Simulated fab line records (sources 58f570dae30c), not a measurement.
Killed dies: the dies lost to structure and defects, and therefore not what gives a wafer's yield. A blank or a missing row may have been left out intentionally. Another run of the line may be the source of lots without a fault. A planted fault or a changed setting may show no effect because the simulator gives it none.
fab line records	flow berkeley_cmos170
record lots=14	wafers=42	last_day=13
route steps=331 shown SACOX@99 PSD@181 NSD@190
lots untouched by any fault: they come from a run of this same line in which no faults occurred
start_h: start of the lot's first displayed wafer, in hours after the record's first day	wait_h: hours since the lot's step before	" same as the row above	L1.1+2: one row covering several wafers at once	- no value present, or no start provided	* or withheld: withheld	< > ~ a bound
route shown NAME@n: names a module that has steps shown in the file, with the first one's number in the route	usual: mean and standard deviation over wafers with no fault	same: alike in all rows	chamber/n: place in a boat	sites: the reading at each site	_std_site: standard deviation across them	_edge_site: the outer-site mean with the inner-site mean subtracted	radius_mm: how far each site lies from the wafer's centre	mask NAME#n: copy n	behind: the tool/chamber that last shaped the wafer	hold: why the lot went on hold/how many hours it stayed there/how the hold came to an end	device: the transistor (n, p or np) that didn't switch	end of line: tests run on the same wafers once the route is complete	for a step that has no rows: nothing shown but its recipe	killed: the dies lost at the first sort to structure and to defects; this is not the yield of the wafer	map: shows each die of a wafer: x if killed, . if not, _ if none is there
set.NAME: the setting the step ran with; set.NAME@STEP: the setting that earlier step ran with	model.NAME: the simulator's own value behind a step, which no gauge read
the route's steps for a sample of lots (tables are steps, rows are wafers)
services: when a tool's chamber went out of use (start_h, in hours from the record's first day, below 0 if earlier), for how many hours, and the reason
## steps
# step UCB170_SACOX_THK_MEAS_02
# recipe reads=SiO2_of_SACOX_OXIDATION_01
# usual SACOX_OXIDE_THK=14.3/0.34
lot.wafer	tool	chamber	start_h	wait_h	SACOX_OXIDE_THK[nm]
L787.1	film_metro-01	-	126.82	0.0	14.8
L787.4	"	-	"	"	14.7
L787.6	"	-	"	"	14.7
L788.1	film_metro-04	-	137.59	0.0	14.5
L788.4	"	-	"	"	14.5
L788.6	"	-	"	"	14.4
L789.1	film_metro-02	-	137.65	0.1	14.7
L789.4	"	-	"	"	14.9
L789.6	"	-	"	"	14.8
L795.1	film_metro-02	-	147.84	0.0	14.4
L795.3	"	-	"	"	14.4
L795.4	"	-	"	"	14.6
L793.2	film_metro-01	-	147.85	0.0	13.9
L793.3	"	-	"	"	14.1
L793.6	"	-	"	"	13.9
L802.1	film_metro-04	-	197.23	0.0	13.8
L802.2	"	-	"	"	13.7
L802.6	"	-	"	"	13.8
L803.2	film_metro-01	-	197.24	0.0	14.3
L803.4	"	-	"	"	14.0
L803.5	"	-	"	"	14.5
L804.1	film_metro-01	-	212.32	0.0	14.6
L804.3	"	-	"	"	14.3
L804.5	"	-	"	"	14.5
L805.2	film_metro-02	-	212.33	0.0	14.2
L805.3	"	-	"	"	14.6
L805.4	"	-	"	"	14.2
L806.3	film_metro-04	-	212.34	0.0	14.5
L806.4	"	-	"	"	14.4
L806.6	"	-	"	"	14.4
L807.1	film_metro-04	-	224.72	0.0	14.2
L807.3	"	-	"	"	14.0
L807.5	"	-	"	"	14.1
L808.2	film_metro-02	-	224.73	0.0	14.2
L808.5	"	-	"	"	14.1
L808.6	"	-	"	"	14.2
L809.1	film_metro-01	-	224.76	0.0	14.4
L809.3	"	-	"	"	14.4
L809.4	"	-	"	"	14.4
L810.2	film_metro-01	-	236.07	0.0	14.7
L810.3	"	-	"	"	14.6
L810.6	"	-	"	"	14.8
# step UCB170_PSD_CD_MEAS_06
# recipe target_cd_nm=1200
# usual cd_nm=1199.7/1.4
lot.wafer	tool	chamber	start_h	wait_h	cd_nm
L787.1	cd_sem-02	-	174.41	-	1201.4
L787.4	"	-	"	"	1201.2
L787.6	"	-	"	"	1201.8
L789.1	cd_sem-02	-	180.78	-	1200.4
L789.4	"	-	"	"	1200.0
L789.6	"	-	"	"	1199.6
L788.1	cd_sem-02	-	181.50	-	1201.3
L788.4	"	-	"	"	1201.1
L788.6	"	-	"	"	1201.1
L793.2	cd_sem-02	-	195.92	-	1198.6
L793.3	"	-	"	"	1200.3
L793.6	"	-	"	"	1199.9
L795.1	cd_sem-02	-	196.10	-	1199.2
L795.3	"	-	"	"	1198.9
L795.4	"	-	"	"	1198.7
L803.2	cd_sem-02	-	240.11	-	1200.2
L803.4	"	-	"	"	1199.7
L803.5	"	-	"	"	1200.7
L802.1	cd_sem-02	-	240.34	-	1200.6
L802.2	"	-	"	"	1201.1
L802.6	"	-	"	"	1201.7
L804.1	cd_sem-01	-	256.61	-	1199.1
L804.3	"	-	"	"	1199.8
L804.5	"	-	"	"	1201.0
L805.2	cd_sem-01	-	256.75	-	1200.1
L805.3	"	-	"	"	1200.2
L805.4	"	-	"	"	1198.8
L806.3	cd_sem-02	-	256.93	-	1201.9
L806.4	"	-	"	"	1200.1
L806.6	"	-	"	"	1200.8
L809.1	cd_sem-01	-	275.01	-	1200.6
L809.3	"	-	"	"	1200.9
L809.4	"	-	"	"	1200.0
L807.1	cd_sem-01	-	275.28	-	1195.8
L807.3	"	-	"	"	1197.0
L807.5	"	-	"	"	1199.5
L808.2	cd_sem-01	-	275.57	-	1198.9
L808.5	"	-	"	"	1198.9
L808.6	"	-	"	"	1199.7
L810.2	cd_sem-01	-	275.69	-	1199.7
L810.3	"	-	"	"	1199.9
L810.6	"	-	"	"	1200.8
# step UCB170_PSD_STRIP_09
# recipe chemistry=O2	power_w=400	pressure_mtorr=3500	platen_temp_c=withheld	o2_flow_sccm=400	overash_fraction=0.5
# usual drypump_motor_current_A=5.5/0.42	oes_product_au=0.600/0.0048	strip_time_to_endpoint_s=29.33/0.086
lot.wafer	tool	chamber	start_h	wait_h	drypump_motor_current_A	oes_product_au	rf_hours_counter_h	strip_time_to_endpoint_s
L787.1	plasma_asher-04	1	174.72	0.1	5.0	0.597	46	29.49
L787.4	"	0	"	"	5.4	0.598	-	29.43
L787.6	"	0	"	"	5.3	0.596	-	29.39
L789.1	plasma_asher-02	0	181.08	0.1	6.2	0.604	36	29.32
L789.4	"	0	"	"	6.2	0.603	-	29.39
L789.6	"	1	"	"	5.1	0.595	-	29.38
L788.1	plasma_asher-04	1	181.81	0.1	5.0	0.598	46	29.13
L788.4	"	0	"	"	5.4	0.594	-	29.13
L788.6	"	1	"	"	5.0	0.589	-	29.17
L793.2	plasma_asher-03	1	196.20	0.1	5.8	0.595	9	29.34
L793.3	"	1	"	"	5.8	0.595	-	29.37
L793.6	"	1	"	"	5.8	0.605	-	29.35
L795.1	plasma_asher-02	0	196.43	0.1	6.2	0.600	38	29.37
L795.3	"	1	"	"	5.1	0.597	-	29.33
L795.4	"	0	"	"	6.2	0.604	-	29.34
L803.2	plasma_asher-04	1	240.40	0.1	5.0	0.595	53	29.36
L803.4	"	0	"	"	5.4	0.602	-	29.39
L803.5	"	0	"	"	5.3	0.602	-	29.37
L802.1	plasma_asher-03	1	240.64	0.1	5.8	0.601	14	29.35
L802.2	"	0	"	"	5.6	0.607	14	29.35
L802.6	"	1	"	"	5.8	0.598	-	29.38
L804.1	plasma_asher-04	1	256.92	0.1	5.0	0.598	55	29.37
L804.3	"	0	"	"	5.4	0.598	-	29.41
L804.5	"	1	"	"	5.0	0.610	-	29.34
L805.2	plasma_asher-03	0	257.04	0.1	5.6	0.605	16	29.27
L805.3	"	0	"	"	5.6	0.603	-	29.26
L805.4	"	1	"	"	5.8	0.606	-	29.26
L806.3	plasma_asher-04	1	257.23	0.1	5.0	0.599	-	29.22
L806.4	"	0	"	"	5.4	0.605	-	29.20
L806.6	"	0	"	"	5.4	0.604	-	29.18
L809.1	plasma_asher-02	1	275.31	0.1	5.1	0.606	47	29.33
L809.3	"	1	"	"	5.1	0.596	-	29.29
L809.4	"	0	"	"	6.2	0.607	-	29.30
L807.1	plasma_asher-04	1	275.59	0.1	5.0	0.587	57	29.39
L807.3	"	1	"	"	5.0	0.599	-	29.34
L807.5	"	0	"	"	5.4	0.601	-	29.36
L808.2	plasma_asher-03	0	275.86	0.1	5.6	0.603	18	29.33
L808.5	"	1	"	"	5.8	0.602	-	29.33
L808.6	"	0	"	"	5.6	0.601	-	29.37
L810.2	plasma_asher-04	0	275.97	0.1	5.3	0.599	57	29.34
L810.3	"	1	"	"	5.0	0.597	-	29.36
L810.6	"	0	"	"	5.4	0.595	-	29.24
# step UCB170_NSD_EXPOSE_03
# recipe mask_id=NSELECT_MOD	na=0.5	sigma_outer=0.6	source_shape=conventional	target_cd_nm=1200	dose_mj=30
# usual exposure_dose_mJ_cm2=30.47/0.038	focus_offset_nm=-0.1/0.56
lot.wafer	tool	chamber	start_h	wait_h	mask	exposure_dose_mJ_cm2	focus_offset_nm
L787.1	krf_scanner-01	0	175.76	0.1	NSELECT_MOD#0	30.48	0.3
L787.4	"	0	"	"	NSELECT_MOD#0	30.49	0.9
L787.6	"	0	"	"	NSELECT_MOD#0	30.45	0.5
L789.1	krf_scanner-01	0	184.08	0.2	NSELECT_MOD#0	30.50	0.0
L789.4	"	0	"	"	NSELECT_MOD#0	30.52	-0.1
L789.6	"	0	"	"	NSELECT_MOD#0	30.45	0.4
L788.1	krf_scanner-02	0	184.99	0.5	NSELECT_MOD#0	30.44	-1.0
L788.4	"	0	"	"	NSELECT_MOD#0	30.47	-1.0
L788.6	"	0	"	"	NSELECT_MOD#0	30.40	-0.7
L793.2	krf_scanner-02	-	197.82	0.2	NSELECT_MOD#0	-	-
L793.3	"	-	"	"	NSELECT_MOD#0	-	-
L793.6	"	-	"	"	NSELECT_MOD#0	-	-
L795.1	krf_scanner-02	-	198.00	0.1	NSELECT_MOD#0	-	-
L795.3	"	-	"	"	NSELECT_MOD#0	-	-
L795.4	"	-	"	"	NSELECT_MOD#0	-	-
L803.2	krf_scanner-01	0	241.88	0.2	NSELECT_MOD#0	30.52	-0.4
L803.4	"	0	"	"	NSELECT_MOD#0	30.49	-0.5
L803.5	"	0	"	"	NSELECT_MOD#0	30.49	-0.3
L802.1	krf_scanner-02	0	242.28	0.2	NSELECT_MOD#0	30.48	-0.1
L802.2	"	0	"	"	NSELECT_MOD#0	30.47	-0.3
L802.6	"	0	"	"	NSELECT_MOD#0	30.45	-0.8
L804.1	krf_scanner-01	0	258.33	0.2	NSELECT_MOD#0	30.55	0.1
L804.3	"	0	"	"	NSELECT_MOD#0	30.52	-0.2
L804.5	"	0	"	"	NSELECT_MOD#0	30.51	0.1
L806.3	krf_scanner-02	0	258.67	0.2	NSELECT_MOD#0	30.44	-0.2
L806.4	"	0	"	"	NSELECT_MOD#0	30.47	-1.2
L806.6	"	0	"	"	NSELECT_MOD#0	30.44	-0.4
L805.2	krf_scanner-01	0	258.90	0.4	NSELECT_MOD#0	30.51	0.6
L805.3	"	0	"	"	NSELECT_MOD#0	30.48	0.5
L805.4	"	0	"	"	NSELECT_MOD#0	30.50	-0.1
L809.1	krf_scanner-02	0	276.24	0.2	NSELECT_MOD#0	30.46	-1.0
L809.3	"	0	"	"	NSELECT_MOD#0	30.45	-0.3
L809.4	"	0	"	"	NSELECT_MOD#0	30.44	0.2
L807.1	krf_scanner-02	0	276.55	0.1	NSELECT_MOD#0	30.45	-1.0
L807.3	"	0	"	"	NSELECT_MOD#0	30.43	-0.7
L807.5	"	0	"	"	NSELECT_MOD#0	30.44	-0.3
L808.2	krf_scanner-02	0	276.68	0.1	NSELECT_MOD#0	30.44	0.3
L808.5	"	0	"	"	NSELECT_MOD#0	30.44	1.3
L808.6	"	0	"	"	NSELECT_MOD#0	30.40	0.6
L810.2	krf_scanner-02	0	276.83	0.1	NSELECT_MOD#0	30.46	1.7
L810.3	"	0	"	"	NSELECT_MOD#0	30.45	0.3
L810.6	"	0	"	"	NSELECT_MOD#0	30.46	0.6
## services
tool	chamber	start_h	hours	kind
krf_scanner-01	-	157.55	3.6	pm
krf_scanner-01	-	162.32	0.5	repair
krf_scanner-01	-	192.02	0.3	repair
plasma_asher-04	-	197.92	0.5	repair
krf_scanner-02	0	198.23	-	calibration
krf_scanner-01	-	220.37	0.8	repair
krf_scanner-01	-	224.03	1.0	pm
plasma_asher-03	-	229.85	1.2	repair
krf_scanner-01	-	231.85	0.5	repair
krf_scanner-02	-	233.34	1.3	pm
krf_scanner-02	-	251.28	3.0	pm
krf_scanner-01	0	260.30	-	calibration
krf_scanner-01	-	268.96	0.3	repair
krf_scanner-01	-	276.33	0.8	pm
## key
first_sign step=UCB170_NSD_EXPOSE_03	reading=tool_record	direction=missing
effect none on later readings
met_at UCB170_NSD_EXPOSE_03
struck_lots L793,L795
sort_left_out L793.2,L793.3,L793.6,L795.1,L795.3,L795.4
tester_left_out L793,L795
not_acting_at UCB170_SACOX_THK_MEAS_02,UCB170_PSD_CD_MEAS_06,UCB170_PSD_STRIP_09
onset_between 184.99 197.82
fault kind=skipped_step_whole	tool=krf_scanner-02	chamber=-	onset_h=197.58	steps=UCB170_NSD_EXPOSE_03	scope=struck_lots_only
# tester_left_out: of these lots the tester's yield and bins aren't shown, on N5 and GAA mostly nor the transistor test; their killed dies are dies lost to structure and defects alone, not to doping, threshold or leakage, so they don't give the yield
# sort_left_out: the simulated sort isn't trusted on such a fault, so these wafers' sort isn't shown, and their yield isn't known
